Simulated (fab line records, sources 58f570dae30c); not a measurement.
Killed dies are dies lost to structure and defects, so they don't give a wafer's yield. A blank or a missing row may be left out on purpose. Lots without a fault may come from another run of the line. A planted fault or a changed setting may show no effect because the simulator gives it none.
Which tool did it? | flow berkeley_cmos170 | 15 lots, 45 wafers sampled, at 2 steps of a route of 331

WHAT THE GAUGES READ, wafer by wafer
UCB170_FIELD_THK_MEAS_91.
lot  | measured     | on            | FIELD_OXIDE_LEFT_2_THK (nm)
L445 | day 6 13:51  | film_metro-02 | 343 338 342
L448 | day 7 11:21  | film_metro-02 | 340 343 347
L446 | day 7 11:25  | film_metro-04 | 370 353 366
L449 | day 7 20:55  | film_metro-04 | 343 346 355
L451 | day 8 06:28  | film_metro-04 | 359 355 353
L453 | day 8 15:56  | film_metro-01 | 344 346 341
L455 | day 8 20:29  | film_metro-01 | 349 347 360
L454 | day 8 21:22  | film_metro-04 | 350 353 354
L459 | day 9 23:19  | film_metro-01 | 344 345 339
L461 | day 10 09:04 | film_metro-04 | 347 345 342
L463 | day 10 17:41 | film_metro-01 | 348 351 347
L466 | day 11 05:11 | film_metro-01 | 354 363 351
L465 | day 11 05:10 | film_metro-04 | 359 360 355
L467 | day 11 16:01 | film_metro-01 | 348 337 346
L468 | day 11 16:31 | film_metro-01 | 350 348 342

WHICH TOOL RAN EACH LOT (tool, then ch and the chambers of the sampled wafers, then the start)
lot  | UCB170_NVT_IMPLANT_07
L445 | implanter-01 ch 0, day 6 11:17
L448 | implanter-01 ch 0, day 7 08:09
L446 | implanter-02 ch 0, day 7 08:24
L449 | implanter-02 ch 0, day 7 18:13
L451 | implanter-02 ch 0, day 8 01:35
L453 | implanter-04 ch 0, day 8 12:43
L455 | implanter-01 ch 0, day 8 18:30
L454 | implanter-04 ch 0, day 8 18:45
L459 | implanter-04 ch 0, day 9 19:16
L461 | implanter-04 ch 0, day 10 04:46
L463 | implanter-04 ch 0, day 10 15:00
L466 | implanter-02 ch 0, day 11 00:10
L465 | implanter-04 ch 0, day 11 00:15
L467 | implanter-02 ch 0, day 11 14:08
L468 | implanter-01 ch 0, day 11 14:24
- UCB170_NVT_IMPLANT_07

WHAT THE TOOLS THEMSELVES READ (means of the sampled wafers that have a number; where no wafer has one, the mark that the record gives instead)
UCB170_NVT_IMPLANT_07.
lot  | tool         | dose_ions_cm2 | faraday_current_uA
L445 | implanter-01 | 3e+12         | 9.53
L448 | implanter-01 | 3e+12         | 9.33
L446 | implanter-02 | 3e+12         | 9.46
L449 | implanter-02 | 3e+12         | 9.49
L451 | implanter-02 | 3e+12         | 9.53
L453 | implanter-04 | 3e+12         | 9.46
L455 | implanter-01 | 3e+12         | 9.49
L454 | implanter-04 | 3e+12         | 9.61
L459 | implanter-04 | 3e+12         | 9.46
L461 | implanter-04 | 3e+12         | 9.03
L463 | implanter-04 | 3e+12         | 8.86
L466 | implanter-02 | 3e+12         | 9.51
L465 | implanter-04 | 3e+12         | 8.93
L467 | implanter-02 | 3e+12         | 9.37
L468 | implanter-01 | 3e+12         | 9.59

THE ANSWER, worked out from the rows above alone
Rule: what is usual is taken from the lots themselves. Put in order of their means at a reading, lots are off if they are a third of the lots or fewer, leave a main group of 4 or more, and stand apart from it by a gap of 3 or more times the standard deviation of the main group's means; of several such gaps the widest counts. A main group whose means are all the same, to the digits that the tables above print for the reading, isn't used. A lot without any number at a reading at which 4 lots or more have one is off too. The other lots that the step has rows for count as sound. The gauges are gone through in route order, then the tools' own readings, and for those a lot's mean is taken as printed above. The first step at which some lot is off is used, and at that step the reading that is off furthest; a lot without a number counts as furthest.
Off: L461, L463, L465, at UCB170_NVT_IMPLANT_07 (faraday_current_uA). The main group: mean 9.49, standard deviation 0.077.
A tool fits if, at that step or a process step before it, it ran every lot that is off, and no sound lot after the first of them. One fits: implanter-04 at UCB170_NVT_IMPLANT_07. Its last sound lot is L459 (day 9 19:16), its first lot that is off L461 (day 10 04:46): a fault that began between those two fits.
The tool's own readings at UCB170_NVT_IMPLANT_07 bear it out: on the lots that are off they differ by more than 5 times the standard deviation of the sound lots' means. faraday_current_uA reads 8.94 there against 9.49 on the sound lots.

WHAT THE SIMULATOR HAD PUT IN
Process parameter drift: implanter-04, from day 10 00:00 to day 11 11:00, at UCB170_NVT_IMPLANT_07. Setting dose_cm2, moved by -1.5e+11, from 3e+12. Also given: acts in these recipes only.
Lots struck among those shown: L461, L463, L465. The rule above found the same.
